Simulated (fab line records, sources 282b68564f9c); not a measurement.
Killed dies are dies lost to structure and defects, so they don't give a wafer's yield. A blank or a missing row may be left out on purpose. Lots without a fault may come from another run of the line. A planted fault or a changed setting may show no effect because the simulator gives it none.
Split-lot experiment | flow rit_cmos | 5 lots, 23 wafers read, on a route of 202 steps

THE SPLIT
At RIT_NRETRO_IMPLANT_08, the setting energy_kev was moved away from the recipe's 70 on 5 of the 23 wafers read, by -2.5% to +3.3%. The other wafers ran this setting at the recipe's value.

The reading is taken at the split's own step.

THE READING
implant.drp_nm (the simulator's own value, which no gauge read), in nm, at RIT_NRETRO_IMPLANT_08. The file gives no usual value for it.

wafer  | tool, chamber at the split | energy_kev as run | against the recipe | implant.drp_nm, nm | against lot-mates on the recipe
L078.1 | implanter-02, 0            | 70                | recipe             | 33.94              | -
L078.2 | implanter-02, 0            | 70                | recipe             | 33.94              | -
L078.3 | implanter-02, 0            | 70                | recipe             | 33.94              | -
L078.4 | implanter-02, 0            | 70                | recipe             | 33.94              | -
L078.5 | implanter-02, 0            | 70                | recipe             | 33.94              | -
L079.1 | implanter-04, 0            | 70                | recipe             | 33.94              | -
L079.2 | implanter-04, 0            | 70                | recipe             | 33.94              | -
L079.5 | implanter-04, 0            | 70                | recipe             | 33.94              | -
L079.3 | implanter-04, 0            | 72.34             | +3.3%              | 34.89              | +0.95
L079.6 | implanter-04, 0            | 72.34             | +3.3%              | 34.89              | +0.95
L081.3 | implanter-01, 0            | 70                | recipe             | 33.94              | -
L081.4 | implanter-01, 0            | 70                | recipe             | 33.94              | -
L081.6 | implanter-01, 0            | 70                | recipe             | 33.94              | -
L082.1 | implanter-01, 0            | 70                | recipe             | 33.94              | -
L082.5 | implanter-01, 0            | 70                | recipe             | 33.94              | -
L082.3 | implanter-01, 0            | 68.22             | -2.5%              | 33.2               | -0.74
L082.4 | implanter-01, 0            | 68.22             | -2.5%              | 33.2               | -0.74
L082.6 | implanter-01, 0            | 68.22             | -2.5%              | 33.2               | -0.74
L084.1 | implanter-04, 0            | 70                | recipe             | 33.94              | -
L084.2 | implanter-04, 0            | 70                | recipe             | 33.94              | -
L084.3 | implanter-04, 0            | 70                | recipe             | 33.94              | -
L084.5 | implanter-04, 0            | 70                | recipe             | 33.94              | -
L084.6 | implanter-04, 0            | 70                | recipe             | 33.94              | -

THE FIT
A straight line over all 23 wafers: implant.drp_nm changes by +0.287 nm for each +1% of energy_kev; r = +1.00; the points scatter about the line by 0.0042 nm.
The same after taking each lot's own level away (the mean of its wafers on the recipe; 23 wafers): +0.287 nm for each +1%; r = +1.00; scatter 0.0042 nm.
On that fit, the largest move of energy_kev shifts the reading by 0.96 nm.
The lots' own levels span 33.940 to 33.940 nm.
So the lot-to-lot level changes the slope little: the two slopes agree.
Check: with one of the wafers moved furthest among these (+3.3%) left out of the fit, the line predicts +0.962 nm for it against its lot-mates. It came out at +0.95 nm against them.

OTHER SPLITS ON THESE WAFERS
These wafers also went through other splits before the reading. Each is held against what the fit with the lots' levels taken away leaves over:
other split on the same wafers   | wafers away from the commonest value | r with implant.drp_nm (lot level and that fit taken away)
RIT_ACTIVE_CVD_03 temp_c         | 18                                   | +0.41
RIT_ACTIVE_DEVELOP_10 dev_temp_c | 7                                    | +0.05
RIT_NWELL_SOFTBAKE_02 temp_c     | 7                                    | +0.24
RIT_PWELL_SOFTBAKE_02 temp_c     | 8                                    | +0.09
RIT_PWELL_IMPLANT_08 energy_kev  | 7                                    | -0.13

THE WHOLE CHAIN: every reading that the file lists as answering this split, in the file's order
step                  | what it does | reading                                                         | change (the file's fit)               | r (the file's)
RIT_NRETRO_IMPLANT_08 |              | implant.rp_nm (the simulator's own value, which no gauge read)  | +0.889 nm for each +1% of the setting | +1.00
RIT_NRETRO_IMPLANT_08 |              | implant.drp_nm (the simulator's own value, which no gauge read) | +0.286 nm for each +1% of the setting | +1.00

THE FILE'S OWN FIT
implant.drp_nm changes by +0.286 nm for each +1% of energy_kev, r = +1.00.
